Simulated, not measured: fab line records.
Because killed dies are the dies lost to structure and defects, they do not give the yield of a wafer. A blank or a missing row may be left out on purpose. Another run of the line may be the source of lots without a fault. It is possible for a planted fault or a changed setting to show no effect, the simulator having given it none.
Which of the tools did it? -- flow berkeley cmos170 -- 45 wafers from 15 lots sampled at 5 of the route's 331 steps

== WHAT THE GAUGES SHOWED, per wafer ==
UCB170_PWELL_THK_MEAS_06. Usual: PWELL_NITRIDE_THK typically reads 220.6 nm, with standard deviation 2.
lot,measured,on,PWELL_NITRIDE_THK (nm),flag
L472,day 2 20:01,film metro-04,223.1 223.0 223.0,
L473,day 3 00:02,film metro-02,218.6 216.0 216.7,
L475,day 3 12:43,film metro-03,225.5 224.1 223.0,
L477,day 3 19:44,film metro-04,219.7 221.0 222.6,
L479,day 4 12:34,film metro-03,224.0 224.8 223.9,
L480,day 4 16:53,film metro-02,219.7 220.9 220.3,
L481,day 4 20:40,film metro-02,219.6 219.5 221.2,
L482,day 5 00:04,film metro-03,218.6 217.9 219.4,
L484,day 5 08:03,film metro-03,219.5 220.1 218.2,
L487,day 5 21:00,film metro-04,219.9 220.0 219.2,
L488,day 6 09:26,film metro-04,219.8 219.2 220.3,
L490,day 6 20:35,film metro-03,222.4 221.8 221.2,
L492,day 7 05:02,film metro-02,220.2 221.1 222.7,
L494,day 7 14:52,film metro-02,220.5 219.3 220.3,
L493,day 7 14:53,film metro-03,219.7 219.9 219.6,

UCB170_ACTIVE_OVL_MEAS_14. Usual: ACTIVE_OVL typically reads 0 nm, with standard deviation 6.6.
lot,measured,on,ACTIVE_OVL (nm),flag
L472,day 4 01:28,overlay-01,-3 5 -1,
L473,day 4 01:11,overlay-02,6 1 -2,
L475,day 4 15:00,overlay-01,-4 -4 -2,
L477,day 5 00:41,overlay-02,3 11 9,
L479,day 5 13:44,overlay-01,-6 -2 -5,
L480,day 5 17:59,overlay-02,0 1 3,
L481,day 6 00:07,overlay-02,-6 -4 -1,
L482,day 6 08:32,overlay-01,1 2 -1,
L484,day 6 17:36,overlay-01,3 -1 2,
L487,day 7 04:56,overlay-01,-10 -2 -1,
L488,day 7 16:24,overlay-01,-11 -13 -3,
L490,day 8 01:01,overlay-01,4 12 2,
L492,day 8 17:14,overlay-01,11 16 12,
L494,day 9 00:23,overlay-01,-6 -2 -10,
L493,day 9 00:56,overlay-01,6 17 3,

UCB170_FIELD_THK_MEAS_90. Usual: FIELD_OXIDE_LEFT_1_THK typically reads 444 nm, with standard deviation 11.
lot,measured,on,FIELD_OXIDE_LEFT_1_THK (nm),flag
L472,day 4 17:19,film metro-03,453 450 455,
L473,day 4 17:20,film metro-02,455 458 467,
L475,day 5 06:16,film metro-03,451 448 445,
L477,day 5 18:24,film metro-02,447 460 451,
L479,day 6 04:08,film metro-02,452 453 451,
L480,day 6 13:07,film metro-02,509 516 509,OFF
L481,day 6 19:34,film metro-03,479 483 493,OFF
L482,day 6 23:22,film metro-03,475 491 495,OFF
L484,day 7 11:34,film metro-04,434 444 434,
L487,day 7 21:26,film metro-04,447 451 450,
L488,day 8 12:01,film metro-04,436 432 428,
L490,day 8 21:36,film metro-02,442 442 449,
L492,day 9 14:28,film metro-04,441 444 436,
L494,day 9 21:19,film metro-04,441 437 446,
L493,day 9 21:18,film metro-03,438 426 428,

UCB170_FIELD_THK_MEAS_91. Usual: FIELD_OXIDE_LEFT_2_THK typically reads 356 nm, with standard deviation 11.
lot,measured,on,FIELD_OXIDE_LEFT_2_THK (nm),flag
L472,day 5 05:58,film metro-03,366 363 367,
L473,day 5 05:59,film metro-02,366 369 378,
L475,day 5 21:44,film metro-03,361 358 356,
L477,day 6 16:15,film metro-03,359 373 363,
L479,day 6 23:02,film metro-02,364 365 363,
L480,day 7 07:01,film metro-02,420 428 421,OFF
L481,day 7 14:27,film metro-02,391 396 406,OFF
L482,day 7 17:06,film metro-02,387 402 407,OFF
L484,day 8 04:22,film metro-04,345 356 345,
L487,day 8 23:03,film metro-03,358 362 361,
L488,day 9 08:10,film metro-04,348 344 340,
L490,day 9 11:37,film metro-02,356 355 363,
L492,day 10 05:27,film metro-04,353 356 348,
L494,day 10 09:23,film metro-04,352 349 357,
L493,day 10 09:21,film metro-03,348 338 340,

== WHICH TOOL RAN EACH LOT (tool, then ch and the chambers of the sampled wafers, then the start) ==
lot,UCB170_FIELD_WET_ETCH_06
L472,"wet bench-02 ch 3, day 4 17:18"
L473,"wet bench-02 ch 0, day 4 17:18"
L475,"wet bench-04 ch 1, day 5 06:15"
L477,"wet bench-01 ch 2, day 5 18:23"
L479,"wet bench-02 ch 2, day 6 04:05"
L480,"wet bench-01 ch 3, day 6 13:06"
L481,"wet bench-02 ch 3, day 6 19:32"
L482,"wet bench-01 ch 0, day 6 23:21"
L484,"wet bench-01 ch 3, day 7 11:33"
L487,"wet bench-01 ch 1, day 7 21:25"
L488,"wet bench-04 ch 3, day 8 12:00"
L490,"wet bench-01 ch 2, day 8 21:34"
L492,"wet bench-01 ch 3, day 9 14:26"
L494,"wet bench-02 ch 1, day 9 21:17"
L493,"wet bench-02 ch 3, day 9 21:17"
- UCB170_FIELD_WET_ETCH_06: etches SiO2 in BOE, time 22 s.

== AS READ BY THE TOOLS THEMSELVES (means over the sampled wafers that have a number; for cases with no such wafer, the mark the record gives instead) ==
UCB170_FIELD_WET_ETCH_06. Usual: bath heat duty pct 6.3 %, standard deviation 0.65; run length s 49.6 s, standard deviation 1.
lot,tool,bath heat duty pct (%),run length s (s),flag
L472,wet bench-02,6.5,49.0,
L473,wet bench-02,6.1,48.6,
L475,wet bench-04,6.9,48.7,
L477,wet bench-01,5.3,50.0,
L479,wet bench-02,7.1,49.2,
L480,wet bench-01,-,-,OFF
L481,wet bench-02,-,-,OFF
L482,wet bench-01,-,-,OFF
L484,wet bench-01,5.9,49.3,
L487,wet bench-01,6.4,53.7,OFF
L488,wet bench-04,6.4,50.3,
L490,wet bench-01,5.2,49.9,
L492,wet bench-01,6.4,49.2,
L494,wet bench-02,6.5,50.2,
L493,wet bench-02,6.3,49.3,

== THE ANSWER, worked out from the rows above alone ==
Rule: a lot counts as off when the mean over its wafers that have a number is more than 3 standard deviations away from the usual mean. A lot without any number at a reading at which 4 lots or more have one is off too. The other lots that the step has rows for count as sound. After the gauges, taken in route order, come the tools' own readings; for these a lot's mean is taken, as printed above. The first step at which some lot is off is used, and at that step the reading that is off furthest; a lot without a number counts as furthest.
Off: at UCB170_FIELD_THK_MEAS_90 (FIELD_OXIDE_LEFT_1_THK), L480, L481, L482.
A tool fits if, at a process step before that reading, it ran every lot that is off, and no sound lot after the first of them. The gauges at UCB170_FIELD_THK_MEAS_90 aren't tried: what is off there is off at UCB170_FIELD_WET_ETCH_06 too, on other tools, and a gauge's error can't cause that. None of those tried fits.

== WHAT THE SIMULATOR HAD PUT IN ==
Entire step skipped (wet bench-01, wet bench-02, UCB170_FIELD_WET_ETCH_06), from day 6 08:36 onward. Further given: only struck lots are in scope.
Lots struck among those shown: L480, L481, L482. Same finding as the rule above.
